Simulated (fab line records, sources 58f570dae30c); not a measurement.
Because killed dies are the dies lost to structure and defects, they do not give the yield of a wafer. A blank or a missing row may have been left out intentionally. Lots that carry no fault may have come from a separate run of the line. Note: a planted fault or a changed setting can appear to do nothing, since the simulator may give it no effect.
fab line records | flow berkeley_cmos170 | part 1 of 2: steps 1 to 29 of 39
[record] lots = 5 wafers = 15 last_day = 12
route steps=331 shown BACKSIDE@199 SDANNEAL@204 PSD@206 NSD@207 PLDD@208 NLDD@209 SILICIDE@210 CONTACT@216
lots untouched by any fault: they come from a run of this same line in which no faults occurred
start_h: hours from the record's opening day to when the first of the lot's shown wafers began | wait_h: hours from the lot's prior step to this one | " repeats the value in the row above | L1.1+2: a single row standing in for several wafers | - either no value or no given start | * or withheld: withheld | < > ~ a bound
route shown NAME@n: NAME is a module with steps in the file, n the number in the route of the first one | usual: average and standard deviation across the fault-free wafers | same: alike in all rows | chamber/n: place in a boat | sites: per-site readings | _std_site: the standard deviation of these | _edge_site: the outer-site mean with the inner-site mean subtracted | radius_mm: for every site, how far away it sits from the centre of the wafer | mask NAME#n: copy n | behind: the most recent tool/chamber to have shaped the wafer | hold: cause of the lot's hold/its duration in hours/its outcome | device: whichever transistor did not switch (one of n, p or np) | end of line: at the end of the route, the tests of the same wafers | a step with no rows: only its recipe | killed: at the first sort, the dies lost to defects and structure; wafer yield is something else | map: shows each die of a wafer: x if killed, . if not, _ if none is there
set.NAME: setting as actually run; set.NAME@STEP: the setting as run at that earlier step | model.NAME: the simulator's own value behind a step, which no gauge read
lots at some steps of the route; a table a step, a row a wafer
services: the hour from which a tool's chamber was out of use, counted from the record's first day as start_h (under 0 if before that day), plus the number of hours and why
[[steps]]
[step UCB170_BACKSIDE_HMDS_00]
[recipe] prime_time_s = 60 prime_temp_c = 100
[same] prime_time_s = 60
// columns lot.wafer tool chamber start_h wait_h
L079.1+3+5 litho_track-02 0 160.28 0.0
L088.1+2+5 litho_track-02 0 205.01 0.0
L089.1+4+5 litho_track-04 0 211.03 0.0
L091.2+4+5 litho_track-01 0 228.96 0.1
L096.4+5+6 litho_track-04 0 252.16 0.6
[step UCB170_BACKSIDE_COAT_01]
[recipe] resist = KrF spin_rpm = 1500 resist_thk_nm = 900
// columns lot.wafer tool chamber start_h wait_h
L079.1+3+5 litho_track-02 0 160.43 0.1
L088.1+2+5 litho_track-02 0 205.16 0.1
L089.1+4+5 litho_track-04 0 211.18 0.1
L091.2+4+5 litho_track-01 0 229.11 0.1
L096.4+5+6 litho_track-04 0 252.31 0.1
[step UCB170_BACKSIDE_SOFTBAKE_02]
[recipe] resist = KrF temp_c = 130 time_s = 60
// columns lot.wafer tool chamber start_h wait_h
L079.1+3+5 litho_track-02 0 160.58 0.1
L088.1+2+5 litho_track-02 0 205.31 0.1
L089.1+4+5 litho_track-04 0 211.33 0.1
L091.2+4+5 litho_track-01 0 229.26 0.1
L096.4+5+6 litho_track-04 0 252.46 0.1
[step UCB170_BACKSIDE_STRIP_03]
[recipe] chemistry = O2 power_w = 400 pressure_mtorr = 3500 platen_temp_c = withheld o2_flow_sccm = 400 overash_fraction = 0.5
[usual] drypump_motor_current_A = 5.6/0.33 oes_product_au = 0.735/0.0048 strip_time_to_endpoint_s = 21.98/0.069
// columns lot.wafer tool chamber start_h wait_h drypump_motor_current_A oes_product_au rf_hours_counter_h strip_time_to_endpoint_s
L079.1 plasma_asher-03 0 160.73 0.1 5.5 0.734 5 21.92
L079.3 " 1 " " 5.5 0.732 - 21.97
L079.5 " 0 " " 5.6 0.734 - 21.95
L088.1 plasma_asher-03 1 205.47 0.1 5.5 0.740 9 21.95
L088.2 " 0 " " 5.5 0.739 9 21.91
L088.5 " 1 " " 5.5 0.724 - 21.96
L089.1 plasma_asher-03 0 211.48 0.1 5.5 0.732 10 21.98
L089.4 " 0 " " 5.5 0.737 - 21.97
L089.5 " 1 " " 5.5 0.733 - 22.05
L091.2 plasma_asher-02 0 229.39 0.1 5.1 0.729 54 21.95
L091.4 " 0 " " 5.1 0.738 - 21.98
L091.5 " 0 " " 5.1 0.723 - 21.96
L096.4 plasma_asher-04 1 252.57 0.1 6.3 0.737 - 21.97
L096.5 " 0 " " 6.0 0.739 - 22.03
L096.6 " 1 " " 6.3 0.736 - 22.02
[step UCB170_BACKSIDE_CLEAN_04]
[recipe] chemistry = SPM temp_c = 120 time_s = 600
[usual] temp_c = 120.03/0.13
// columns lot.wafer tool chamber start_h wait_h temp_c
L079.1 wet_bench-01 1 160.83 0.1 120.10
L079.3 " 1 " " 120.03
L079.5 " 1 " " 120.01
L088.1 wet_bench-03 1 205.64 0.1 119.94
L088.2 " 1 " " 120.08
L088.5 " 1 " " 119.77
L089.1 wet_bench-01 1 211.58 0.1 120.04
L089.4 " 1 " " 119.93
L089.5 " 1 " " 120.04
L091.2 wet_bench-01 0 229.49 0.1 120.06
L091.4 " 0 " " 119.95
L091.5 " 0 " " 119.87
L096.4 wet_bench-03 2 252.64 0.0 120.44
L096.5 " 2 " " 120.15
L096.6 " 2 " " 120.03
[step UCB170_SDANNEAL_RTA_00]
[recipe] temp_c = 900 time_s = 10 ambient = N2
[usual] lamp_power_pct = 23.5/0.87 wafer_temp_C_max = 905.5/1.2
// columns lot.wafer tool chamber start_h wait_h lamp_power_pct wafer_temp_C_max
L079.1 rtp_anneal-01 0 161.18 0.0 24.3 906.4
L079.3 " 0 " " 24.3 905.9
L079.5 " 0 " " 24.4 906.5
L088.1 rtp_anneal-02 0 205.82 0.0 22.6 906.1
L088.2 " 0 " " 22.6 904.6
L088.5 " 0 " " 22.6 905.3
L089.1 rtp_anneal-01 0 211.75 0.0 24.3 906.3
L089.4 " 0 " " 24.3 904.5
L089.5 " 0 " " 24.3 906.3
L091.2 rtp_anneal-02 0 229.67 0.0 22.6 904.4
L091.4 " 0 " " 22.6 906.0
L091.5 " 0 " " 22.6 906.2
L096.4 rtp_anneal-02 0 252.85 0.0 22.6 905.8
L096.5 " 0 " " 22.6 904.2
L096.6 " 0 " " 22.6 904.8
[step UCB170_SDANNEAL_RTA_01]
[recipe] temp_c = 1050 time_s = 5 ambient = N2
[usual] lamp_power_pct = 36.2/1.3 wafer_temp_C_max = 1056.3/1.4
// columns lot.wafer tool chamber start_h wait_h lamp_power_pct wafer_temp_C_max
L079.1 rtp_anneal-01 0 161.25 0.1 37.6 1058.3
L079.3 " 0 " " 37.6 1057.3
L079.5 " 0 " " 37.6 1056.0
L088.1 rtp_anneal-02 0 205.88 0.1 34.8 1054.8
L088.2 " 0 " " 34.9 1056.5
L088.5 " 0 " " 34.9 1054.8
L089.1 rtp_anneal-01 0 211.82 0.1 37.6 1056.5
L089.4 " 0 " " 37.6 1057.5
L089.5 " 0 " " 37.6 1058.4
L091.2 rtp_anneal-02 0 229.74 0.1 34.9 1054.0
L091.4 " 0 " " 34.9 1057.0
L091.5 " 0 " " 34.9 1055.9
L096.4 rtp_anneal-02 0 252.92 0.1 34.9 1055.5
L096.5 " 0 " " 34.9 1054.4
L096.6 " 0 " " 34.9 1053.8
[step UCB170_SDANNEAL_RS_MEAS_02]
[recipe] thk_meas_gauge = four-point-probe
[usual] PSD_RS = 75.7/0.3
// columns lot.wafer tool chamber start_h wait_h PSD_RS[ohm/sq]
L079.1 film_metro-01 - 161.31 0.0 76.0
L079.3 " - " " 76.1
L079.5 " - " " 76.0
L088.1 film_metro-01 - 205.94 0.0 76.2
L088.2 " - " " 76.2
L088.5 " - " " 75.9
L089.1 film_metro-01 - 211.88 0.0 76.1
L089.4 " - " " 76.0
L089.5 " - " " 76.0
L091.2 film_metro-04 - 229.81 0.1 75.3
L091.4 " - " " 75.7
L091.5 " - " " 75.6
L096.4 film_metro-04 - 253.00 0.1 75.2
L096.5 " - " " 75.7
L096.6 " - " " 75.1
[step UCB170_SDANNEAL_RS_MEAS_03]
[recipe] thk_meas_gauge = four-point-probe
[usual] NSD_RS = 37.31/0.081
// columns lot.wafer tool chamber start_h wait_h NSD_RS[ohm/sq]
L079.1 film_metro-01 - 161.43 0.1 37.40
L079.3 " - " " 37.48
L079.5 " - " " 37.39
L088.1 film_metro-01 - 206.06 0.1 37.47
L088.2 " - " " 37.34
L088.5 " - " " 37.40
L089.1 film_metro-01 - 212.00 0.1 37.34
L089.4 " - " " 37.30
L089.5 " - " " 37.34
L091.2 film_metro-04 - 229.93 0.1 37.18
L091.4 " - " " 37.32
L091.5 " - " " 37.12
L096.4 film_metro-04 - 253.12 0.1 37.23
L096.5 " - " " 37.22
L096.6 " - " " 37.18
[step UCB170_SDANNEAL_RS_MEAS_04]
[recipe] thk_meas_gauge = four-point-probe
[usual] PLDD_RS = 1032/3.2
// columns lot.wafer tool chamber start_h wait_h PLDD_RS[ohm/sq]
L079.1 film_metro-01 - 161.55 0.1 1031
L079.3 " - " " 1031
L079.5 " - " " 1030
L088.1 film_metro-01 - 206.18 0.1 1034
L088.2 " - " " 1031
L088.5 " - " " 1031
L089.1 film_metro-01 - 212.12 0.1 1032
L089.4 " - " " 1033
L089.5 " - " " 1030
L091.2 film_metro-04 - 230.05 0.1 1034
L091.4 " - " " 1032
L091.5 " - " " 1032
L096.4 film_metro-04 - 253.24 0.1 1032
L096.5 " - " " 1029
L096.6 " - " " 1030
[step UCB170_SDANNEAL_RS_MEAS_05]
[recipe] thk_meas_gauge = four-point-probe
[usual] NLDD_RS = 617.0/1.7
// columns lot.wafer tool chamber start_h wait_h NLDD_RS[ohm/sq]
L079.1 film_metro-01 - 161.67 0.1 617.9
L079.3 " - " " 617.8
L079.5 " - " " 617.3
L088.1 film_metro-01 - 206.30 0.1 616.9
L088.2 " - " " 617.7
L088.5 " - " " 616.2
L089.1 film_metro-01 - 212.24 0.1 616.3
L089.4 " - " " 618.0
L089.5 " - " " 617.2
L091.2 film_metro-04 - 230.17 0.1 616.7
L091.4 " - " " 617.9
L091.5 " - " " 616.1
L096.4 film_metro-04 - 253.36 0.1 615.8
L096.5 " - " " 615.0
L096.6 " - " " 618.3
[step UCB170_SILICIDE_PRE_CLEAN_00]
[recipe] gas = Ar preclean_etch_time_s = 60
// columns lot.wafer tool chamber start_h wait_h
L079.1+3+5 pvd_sputter-04 - 161.79 0.1
L088.1+2+5 pvd_sputter-03 - 206.42 0.1
L089.1+4+5 pvd_sputter-03 - 212.36 0.1
L091.2+4+5 pvd_sputter-01 - 230.27 0.1
L096.4+5+6 pvd_sputter-01 - 253.42 0.0
[step UCB170_SILICIDE_SPUTTER_01]
[recipe] material = Ti target_thk_nm = 30 time_s = 25 power_w = 1500 chamber_pressure_pa = 0.5
[usual] throttle_valve_pct = 30.1/1.1
// columns lot.wafer tool chamber start_h wait_h throttle_valve_pct
L079.1 pvd_sputter-04 - 161.85 0.0 29.5
L079.3 " - " " 30.2
L079.5 " - " " 29.2
L088.1 pvd_sputter-03 - 206.49 0.0 30.6
L088.2 " - " " 31.0
L088.5 " - " " 29.6
L089.1 pvd_sputter-03 - 212.43 0.0 29.4
L089.4 " - " " 29.6
L089.5 " - " " 30.9
L091.2 pvd_sputter-01 - 230.34 0.0 30.6
L091.4 " - " " 29.6
L091.5 " - " " 30.5
L096.4 pvd_sputter-01 - 253.49 0.0 29.4
L096.5 " - " " 33.0
L096.6 " - " " 28.1
[step UCB170_SILICIDE_RS_MEAS_02]
[recipe] thk_meas_gauge = four-point-probe reads = Ti_of_SILICIDE_SPUTTER_01
[usual] SILICIDE_TI_RS = 26.1/0.34
// columns lot.wafer tool chamber start_h wait_h SILICIDE_TI_RS[ohm/sq]
L079.1 film_metro-02 - 161.88 0.0 25.7
L079.3 " - " " 25.6
L079.5 " - " " 25.6
L088.1 film_metro-02 - 206.52 0.0 25.9
L088.2 " - " " 25.9
L088.5 " - " " 25.8
L089.1 film_metro-03 - 212.46 0.0 25.9
L089.4 " - " " 25.9
L089.5 " - " " 25.8
L091.2 film_metro-02 - 230.46 0.1 26.4
L091.4 " - " " 26.4
L091.5 " - " " 26.3
L096.4 film_metro-02 - 253.58 0.1 26.1
L096.5 " - " " 26.2
L096.6 " - " " 26.1
[step UCB170_SILICIDE_THK_MEAS_03]
[recipe] thk_meas_gauge = xrf reads = Ti_of_SILICIDE_SPUTTER_01
[usual] SILICIDE_TI_THK = 30.0/0.37
// columns lot.wafer tool chamber start_h wait_h SILICIDE_TI_THK[nm]
L079.1 film_metro-02 - 162.00 0.1 30.4
L079.3 " - " " 30.5
L079.5 " - " " 30.5
L088.1 film_metro-02 - 206.64 0.1 30.3
L088.2 " - " " 30.2
L088.5 " - " " 30.3
L089.1 film_metro-03 - 212.58 0.1 30.4
L089.4 " - " " 30.3
L089.5 " - " " 30.3
L091.2 film_metro-02 - 230.57 0.1 29.9
L091.4 " - " " 29.9
L091.5 " - " " 30.1
L096.4 film_metro-02 - 253.67 0.1 29.9
L096.5 " - " " 30.1
L096.6 " - " " 30.0
[step UCB170_SILICIDE_RTA_04]
[recipe] temp_c = 650 time_s = 15 ambient = N2
[usual] lamp_power_pct = 10.0/0.37 wafer_temp_C_max = 653.9/0.98
// columns lot.wafer tool chamber start_h wait_h lamp_power_pct wafer_temp_C_max
L079.1 rtp_anneal-02 0 162.06 0.1 9.7 652.2
L079.3 " 0 " " 9.7 652.5
L079.5 " 0 " " 9.7 654.1
L088.1 rtp_anneal-01 0 206.70 0.1 10.4 653.8
L088.2 " 0 " " 10.4 654.7
L088.5 " 0 " " 10.4 655.7
L089.1 rtp_anneal-02 0 212.64 0.1 9.7 653.8
L089.4 " 0 " " 9.7 653.6
L089.5 " 0 " " 9.7 652.7
L091.2 rtp_anneal-01 0 230.64 0.1 10.4 655.7
L091.4 " 0 " " 10.5 655.6
L091.5 " 0 " " 10.4 654.4
L096.4 rtp_anneal-01 0 253.74 0.1 10.4 653.9
L096.5 " 0 " " 10.4 653.9
L096.6 " 0 " " 10.4 654.6
[step UCB170_SILICIDE_WET_ETCH_05]
[recipe] chemistry = SPM time_s = 45 temp_c = 120 target = Ti
[usual] temp_c = 120.03/0.16
// columns lot.wafer tool chamber start_h wait_h temp_c
L079.1 wet_bench-02 2 162.14 0.1 120.21
L079.3 " 2 " " 120.25
L079.5 " 2 " " 120.22
L088.1 wet_bench-03 0 206.77 0.1 119.79
L088.2 " 0 " " 120.05
L088.5 " 0 " " 119.94
L089.1 wet_bench-01 1 212.71 0.1 120.13
L089.4 " 1 " " 119.83
L089.5 " 1 " " 120.00
L091.2 wet_bench-02 0 230.72 0.1 120.02
L091.4 " 0 " " 120.26
L091.5 " 0 " " 120.14
L096.4 wet_bench-02 1 255.81 2.1 119.83
L096.5 " 1 " " 119.65
L096.6 " 1 " " 119.82
[step UCB170_CONTACT_CLEAN_00]
[recipe] chemistry = SPM temp_c = 120 time_s = 600
[usual] temp_c = 120.03/0.12
// columns lot.wafer tool chamber start_h wait_h temp_c
L079.1 wet_bench-03 2 162.16 0.0 119.88
L079.3 " 2 " " 119.94
L079.5 " 2 " " 120.10
L088.1 wet_bench-02 3 206.79 0.0 120.03
L088.2 " 3 " " 120.00
L088.5 " 3 " " 120.05
L089.1 wet_bench-01 1 212.73 0.0 120.01
L089.4 " 1 " " 120.05
L089.5 " 1 " " 119.91
L091.2 wet_bench-02 2 230.95 0.2 120.10
L091.4 " 2 " " 119.98
L091.5 " 2 " " 119.84
L096.4 wet_bench-02 1 256.69 0.8 120.05
L096.5 " 1 " " 120.04
L096.6 " 1 " " 119.95
[step UCB170_CONTACT_CVD_01]
[recipe] material = PSG target_thk_nm = 700 temp_c = 450 precursor = SiH4/O2/PH3 time_s = 2820 pressure_mtorr = 300 sih4_flow_sccm = 60 o2_flow_sccm = 90 ph3_flow_sccm = 25
[usual] spike_tc_source_C = 468.3/2.4
// columns lot.wafer tool chamber start_h wait_h spike_tc_source_C
L079.1 lpcvd-01 0 163.81 1.5 469.8
L079.3 " 0 " " 469.7
L079.5 " 0 " " 468.9
L088.1 lpcvd-01 0 206.97 0.0 470.1
L088.2 " 0 " " 468.9
L088.5 " 0 " " 468.0
L089.1 lpcvd-01 0 214.33 1.4 467.8
L089.4 " 0 " " 471.2
L089.5 " 0 " " 469.6
L091.2 lpcvd-02 1 231.16 0.0 470.2
L091.4 " 1 " " 469.7
L091.5 " 1 " " 470.2
L096.4 lpcvd-02 0 257.77 0.9 464.8
L096.5 " 0 " " 463.7
L096.6 " 0 " " 463.5
[step UCB170_CONTACT_THK_MEAS_02]
[recipe] reads = PSG_of_CONTACT_CVD_01
[usual] CONTACT_PSG_THK = 696/5.5
// columns lot.wafer tool chamber start_h wait_h CONTACT_PSG_THK[nm]
L079.1 film_metro-01 - 165.59 0.0 688
L079.3 " - " " 686
L079.5 " - " " 688
L088.1 film_metro-02 - 208.75 0.0 699
L088.2 " - " " 698
L088.5 " - " " 696
L089.1 film_metro-02 - 216.12 0.0 698
L089.4 " - " " 700
L089.5 " - " " 698
L091.2 film_metro-01 - 232.95 0.0 703
L091.4 " - " " 704
L091.5 " - " " 707
L096.4 film_metro-04 - 259.59 0.0 692
L096.5 " - " " 692
L096.6 " - " " 687
[step UCB170_CONTACT_HMDS_03]
[recipe] prime_time_s = 60 prime_temp_c = 100
[same] prime_time_s = 60
// columns lot.wafer tool chamber start_h wait_h
L079.1+3+5 litho_track-03 0 165.86 0.3
L088.1+2+5 litho_track-03 0 208.81 0.1
L089.1+4+5 litho_track-01 0 216.48 0.4
L091.2+4+5 litho_track-03 0 233.03 0.1
L096.4+5+6 litho_track-01 0 259.69 0.1
[step UCB170_CONTACT_COAT_04]
[recipe] resist = KrF spin_rpm = 1500 resist_thk_nm = 900
// columns lot.wafer tool chamber start_h wait_h
L079.1+3+5 litho_track-03 0 166.01 0.1
L088.1+2+5 litho_track-03 0 208.96 0.1
L089.1+4+5 litho_track-01 0 216.63 0.1
L091.2+4+5 litho_track-03 0 233.18 0.1
L096.4+5+6 litho_track-01 0 259.84 0.1
[step UCB170_CONTACT_SOFTBAKE_05]
[recipe] resist = KrF temp_c = 130 time_s = 60
// columns lot.wafer tool chamber start_h wait_h
L079.1+3+5 litho_track-03 0 166.16 0.1
L088.1+2+5 litho_track-03 0 209.11 0.1
L089.1+4+5 litho_track-01 0 216.78 0.1
L091.2+4+5 litho_track-03 0 233.33 0.1
L096.4+5+6 litho_track-01 0 259.99 0.1
[step UCB170_CONTACT_STRIP_06]
[recipe] chemistry = O2 power_w = 400 pressure_mtorr = 3500 platen_temp_c = withheld o2_flow_sccm = 400 overash_fraction = 0.5
[usual] drypump_motor_current_A = 5.9/0.33 oes_product_au = 0.734/0.0045 strip_time_to_endpoint_s = 21.96/0.063
// columns lot.wafer tool chamber start_h wait_h drypump_motor_current_A oes_product_au rf_hours_counter_h strip_time_to_endpoint_s
L079.1 plasma_asher-03 0 166.31 0.1 5.5 0.742 5 22.01
L079.3 " 0 " " 5.5 0.736 - 21.98
L079.5 " 1 " " 5.5 0.733 - 21.95
L088.1 plasma_asher-03 1 209.26 0.1 5.5 0.739 10 22.02
L088.2 " 0 " " 5.6 0.738 10 21.98
L088.5 " 0 " " 5.6 0.735 - 22.01
L089.1 plasma_asher-01 1 216.93 0.1 5.9 0.745 45 21.90
L089.4 " 1 " " 5.9 0.746 - 21.95
L089.5 " 1 " " 5.9 0.731 - 21.92
L091.2 plasma_asher-01 0 233.45 0.1 6.3 0.732 47 22.02
L091.4 " 0 " " 6.3 0.721 - 22.01
L091.5 " 1 " " 5.9 0.729 - 22.07
L096.4 plasma_asher-01 1 260.10 0.1 5.9 0.740 - 21.94
L096.5 " 1 " " 5.9 0.736 - 21.98
L096.6 " 0 " " 6.3 0.736 - 21.97
[step UCB170_CONTACT_CLEAN_07]
[recipe] chemistry = SPM temp_c = 120 time_s = 600
[usual] temp_c = 119.98/0.13
// columns lot.wafer tool chamber start_h wait_h temp_c
L079.1 wet_bench-03 3 166.41 0.1 120.03
L079.3 " 3 " " 119.86
L079.5 " 3 " " 119.84
L088.1 wet_bench-03 2 209.36 0.1 120.26
L088.2 " 2 " " 120.12
L088.5 " 2 " " 120.16
L089.1 wet_bench-02 2 217.17 0.2 119.73
L089.4 " 2 " " 120.04
L089.5 " 2 " " 119.71
L091.2 wet_bench-03 1 233.72 0.2 119.89
L091.4 " 1 " " 119.97
L091.5 " 1 " " 119.97
L096.4 wet_bench-03 2 260.17 0.0 119.88
L096.5 " 2 " " 120.04
L096.6 " 2 " " 119.77
[step UCB170_CONTACT_RTA_08]
[recipe] temp_c = 900 time_s = 10 ambient = N2
[usual] lamp_power_pct = 23.4/0.87 wafer_temp_C_max = 905.4/1.1
// columns lot.wafer tool chamber start_h wait_h lamp_power_pct wafer_temp_C_max
L079.1 rtp_anneal-01 0 166.58 0.0 24.3 909.5
L079.3 " 0 " " 24.3 905.5
L079.5 " 0 " " 24.3 906.8
L088.1 rtp_anneal-02 0 209.54 0.0 22.6 904.3
L088.2 " 0 " " 22.6 904.2
L088.5 " 0 " " 22.6 904.7
L089.1 rtp_anneal-01 0 217.34 0.0 24.3 905.3
L089.4 " 0 " " 24.3 904.6
L089.5 " 0 " " 24.4 905.9
L091.2 rtp_anneal-02 0 233.91 0.0 22.6 904.1
L091.4 " 0 " " 22.6 906.3
L091.5 " 0 " " 22.6 905.4
L096.4 rtp_anneal-02 0 260.39 0.0 22.6 904.1
L096.5 " 0 " " 22.6 903.5
L096.6 " 0 " " 22.6 903.7
[step UCB170_CONTACT_COAT_09]
[recipe] resist = BARC temp_c = withheld time_s = withheld spin_rpm = 3000 resist_thk_nm = withheld
// columns lot.wafer tool chamber start_h wait_h
L079.1+3+5 litho_track-01 0 166.65 0.1
L088.1+2+5 litho_track-01 0 209.60 0.1
L089.1+4+5 litho_track-03 0 217.96 0.6
L091.2+4+5 litho_track-01 0 234.21 0.3
L096.4+5+6 litho_track-02 0 260.50 0.1
[step UCB170_CONTACT_COAT_10]
[recipe] resist = KrF spin_rpm = 1500 resist_thk_nm = 900
// columns lot.wafer tool chamber start_h wait_h
L079.1+3+5 litho_track-01 0 - -
L088.1+2+5 litho_track-01 0 - -
L089.1+4+5 litho_track-03 0 - -
L091.2+4+5 litho_track-01 0 - -
L096.4+5+6 litho_track-02 0 - -
[step UCB170_CONTACT_SOFTBAKE_11]
[recipe] resist = KrF temp_c = 130 time_s = 60
// columns lot.wafer tool chamber start_h wait_h
L079.1+3+5 litho_track-01 0 - -
L088.1+2+5 litho_track-01 0 - -
L089.1+4+5 litho_track-03 0 - -
L091.2+4+5 litho_track-01 0 - -
L096.4+5+6 litho_track-02 0 - -
